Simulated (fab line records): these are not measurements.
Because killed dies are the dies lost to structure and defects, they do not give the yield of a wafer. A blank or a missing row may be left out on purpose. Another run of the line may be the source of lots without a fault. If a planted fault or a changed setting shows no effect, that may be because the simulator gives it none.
Code-filled problem report in 8D (eight disciplines) form    flow berkeley_cmos170    the parts of the form that need people (team, actions taken, sign-off) are left out

1. PROBLEM STATEMENT
NSD_TW at UCB170_NSD_TW_MEAS_10 reads a mean of 4444 on 9 wafers of 3 lots; wafers without a fault read 4197 with a standard deviation of 36. Measured from the usual mean, that is +6.9 standard deviations.
First seen on wafer L737.2, day 10 05:53, on film_metro-04. At this step, 45 wafers from 15 lots have a number in the record. By rule, "out" or "out of limits" means more than 4 standard deviations away from the usual mean. The other wafers with a number count as sound.

2. WHAT IT IS, WHAT IT ISN'T
question                     is                            is not
which readings at this step  NSD_TW                        -
which lots                   L733, L737, L740              L723, L725, L726, L727, L728, L729, L730, L732, L734, L738, L739, L741
which wafers of those lots   all that have a number        -
read on which gauges         film_metro-03, film_metro-04  film_metro-01
when                         from day 10 05:53             up to then (27 sound wafers); but 9 sound wafers of L738, L739, L741 came after

3. SUSPECTS, AND WHAT RULES EACH OUT
Counting: a tool at a process step up to the reading stays a suspect if it ran every lot that is out and no sound lot after the first of them.
- the gauge at UCB170_NSD_TW_MEAS_10 is ruled out. Those wafers that are out were read across 2 gauges (film_metro-03, film_metro-04).
- implanter-03 at UCB170_NSD_IMPLANT_08: kept. It ran every lot that is out, first L737 (day 10 05:39), and no sound lot after that; its last sound lot up to then is L730 (day 9 04:37). Its own beam_energy_keV readings are out on those wafers.
Remaining after the count: implanter-03 at UCB170_NSD_IMPLANT_08.

4. THE CAUSE (what the simulator had put in)
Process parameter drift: implanter-03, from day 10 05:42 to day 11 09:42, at UCB170_NSD_IMPLANT_08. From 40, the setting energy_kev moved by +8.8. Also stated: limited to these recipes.
After counting, this tool was the only one left.

5. THE CHAIN OF EFFECTS, in route order
Each row: a reading where the mean over the struck wafers with a number is more than 3 standard deviations away from the usual. Only readings for which the record gives a usual standard deviation are gone through. hours: the time from each lot's start at the first step in this table that gives one to its start at this step, as a median over the lots. sigmas: the change in usual standard deviations.
hours  step                        reading                   usual         on struck wafers  change  sigmas
0      UCB170_NSD_IMPLANT_08       beam_energy_keV           40.000        48.791            +8.791  +99 or more
0      UCB170_NSD_STRIP_09         oes_product_au            0.534 a.u.    0.509             -0.025  -5.4
0      UCB170_NSD_STRIP_09         strip_time_to_endpoint_s  35.81 s       38.99             +3.18   +48
0      UCB170_NSD_TW_MEAS_10       NSD_TW                    4197          4444              +247    +6.9
2      UCB170_SDANNEAL_RS_MEAS_03  NSD_RS                    37.26 ohm/sq  35.12             -2.14   -25
Its process steps:
- UCB170_NSD_IMPLANT_08
- UCB170_NSD_STRIP_09: strips in O2.
Later steps that measure or inspect, where all struck wafers having a row at the step show a number for every such reading and not one has moved that far: UCB170_M3_CD_MEAS_15.

6. WHAT WOULD HAVE CAUGHT IT SOONER
In this record the first reading out of limits at a measuring or inspecting step was taken at day 10 05:53, 0 hours after the fault began at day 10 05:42.
Tool's own readings at UCB170_NSD_IMPLANT_08, beam_energy_keV: out on all struck wafers the step has rows for; an alarm limit on them would have tripped on the first.
L740, from the lots that are out (3), started UCB170_NSD_IMPLANT_08 on implanter-03 later than day 10 05:53. Holding the tool at that time would have saved it.
